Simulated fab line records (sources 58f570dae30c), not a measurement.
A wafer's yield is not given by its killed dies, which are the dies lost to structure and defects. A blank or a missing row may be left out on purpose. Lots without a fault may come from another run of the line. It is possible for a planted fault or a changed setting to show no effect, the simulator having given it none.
Which tool did it?	flow berkeley-cmos170	Sampling: 14 lots, 42 wafers, 3 of 331 route steps

## WHAT EACH GAUGE READ, for each wafer
UCB170_M1_CD_MEAS_09: the cd target is 700 nm.
lot	measured	on	cd-nm (nm)
L232	day 7 09:22	cd-sem-01	699.3 699.8 700.2
L230	day 7 11:33	cd-sem-01	701.6 700.7 701.1
L233	day 8 14:07	cd-sem-01	699.5 699.9 699.3
L234	day 8 17:32	cd-sem-02	696.2 697.3 699.7
L236	day 9 00:08	cd-sem-01	699.8 699.2 700.4
L238	day 9 01:12	cd-sem-02	699.7 700.8 698.8
L243	day 10 04:28	cd-sem-02	697.6 699.1 699.2
L240	day 10 05:01	cd-sem-02	701.5 700.5 698.8
L241	day 10 05:42	cd-sem-02	699.3 699.2 700.4
L248	day 10 18:10	cd-sem-02	698.6 697.7 699.6
L247	day 10 18:38	cd-sem-02	697.8 700.0 699.6
L249	day 11 07:25	cd-sem-02	698.9 699.4 698.5
L250	day 11 18:18	cd-sem-01	699.9 699.3 699.1
L252	day 12 07:55	cd-sem-01	698.4 697.3 699.2

UCB170_V1_BOW_MEAS_03.
lot	measured	on	V1_BOW (um)
L232	day 7 14:08	film-metro-04	24 26 22
L230	day 7 16:51	film-metro-04	21 22 28
L233	day 8 17:37	film-metro-03	17 28 11
L234	day 8 23:10	film-metro-04	26 26 16
L236	day 9 04:31	film-metro-04	24 14 19
L238	day 9 04:32	film-metro-03	15 12 16
L243	day 10 09:07	film-metro-01	6 18 17
L240	day 10 09:18	film-metro-04	24 21 24
L241	day 10 09:38	film-metro-01	7 19 15
L248	day 10 22:33	film-metro-03	18 9 27
L247	day 10 22:35	film-metro-01	6 19 7
L249	day 11 12:37	film-metro-03	36 20 23
L250	day 11 22:22	film-metro-01	25 18 18
L252	day 12 13:19	film-metro-04	19 21 8

UCB170_M2_CD_MEAS_15: the cd target is 700 nm.
lot	measured	on	cd-nm (nm)
L232	day 7 18:48	cd-sem-01	700.4 699.9 701.8
L230	day 7 22:29	cd-sem-02	699.7 700.1 699.9
L233	day 8 23:54	cd-sem-02	701.4 702.2 702.2
L234	day 9 05:28	cd-sem-02	699.9 698.8 699.4
L236	day 9 09:06	cd-sem-01	698.3 700.2 699.0
L238	day 9 09:31	cd-sem-01	700.1 699.2 699.4
L243	day 10 13:56	cd-sem-02	698.6 700.3 699.2
L240	day 10 14:44	cd-sem-02	700.4 700.3 700.3
L241	day 10 14:59	cd-sem-01	701.7 702.5 702.6
L248	day 11 03:28	cd-sem-01	700.9 700.2 701.1
L247	day 11 03:12	cd-sem-02	700.0 698.1 699.2
L249	day 11 20:18	cd-sem-01	699.2 697.2 698.2
L250	day 12 05:15	cd-sem-02	698.9 700.6 699.6
L252	day 12 21:11	cd-sem-02	699.3 700.3 698.1

## WHAT TOOL EACH LOT RAN ON (gives the tool, then ch and the chambers of the sampled wafers, and finally the start)
No process step before these readings appears in the record.

## WHAT THE TOOLS THEMSELVES READ (means of the sampled wafers that have a number; where no wafer has one, the mark that the record gives instead)
The record holds no such reading with a usual standard deviation.

## THE ANSWER, worked out from the rows above alone
Rule: usual is defined by the lots themselves. Put in order of their means at a reading, lots are off if they are a third of the lots or fewer, leave a main group of 4 or more, and stand apart from it by a gap of 3 or more times the standard deviation of the main group's means; of several such gaps the widest counts. A main group is skipped when, at the precision printed for the reading in the tables above, its means are all equal. Also off: a lot with no number at a reading for which 4 or more lots have one. Any other lot the step has rows for is counted as sound. Order of review: gauges by route order, followed by the tools' own readings, for which a lot's mean as printed above is used. At the first step where some lot is off, the reading lying furthest off is the one used; lots without a number count as furthest.
Nothing can be told from this: no lot is off at any reading shown.

## WHAT HAD BEEN PUT IN BY THE SIMULATOR
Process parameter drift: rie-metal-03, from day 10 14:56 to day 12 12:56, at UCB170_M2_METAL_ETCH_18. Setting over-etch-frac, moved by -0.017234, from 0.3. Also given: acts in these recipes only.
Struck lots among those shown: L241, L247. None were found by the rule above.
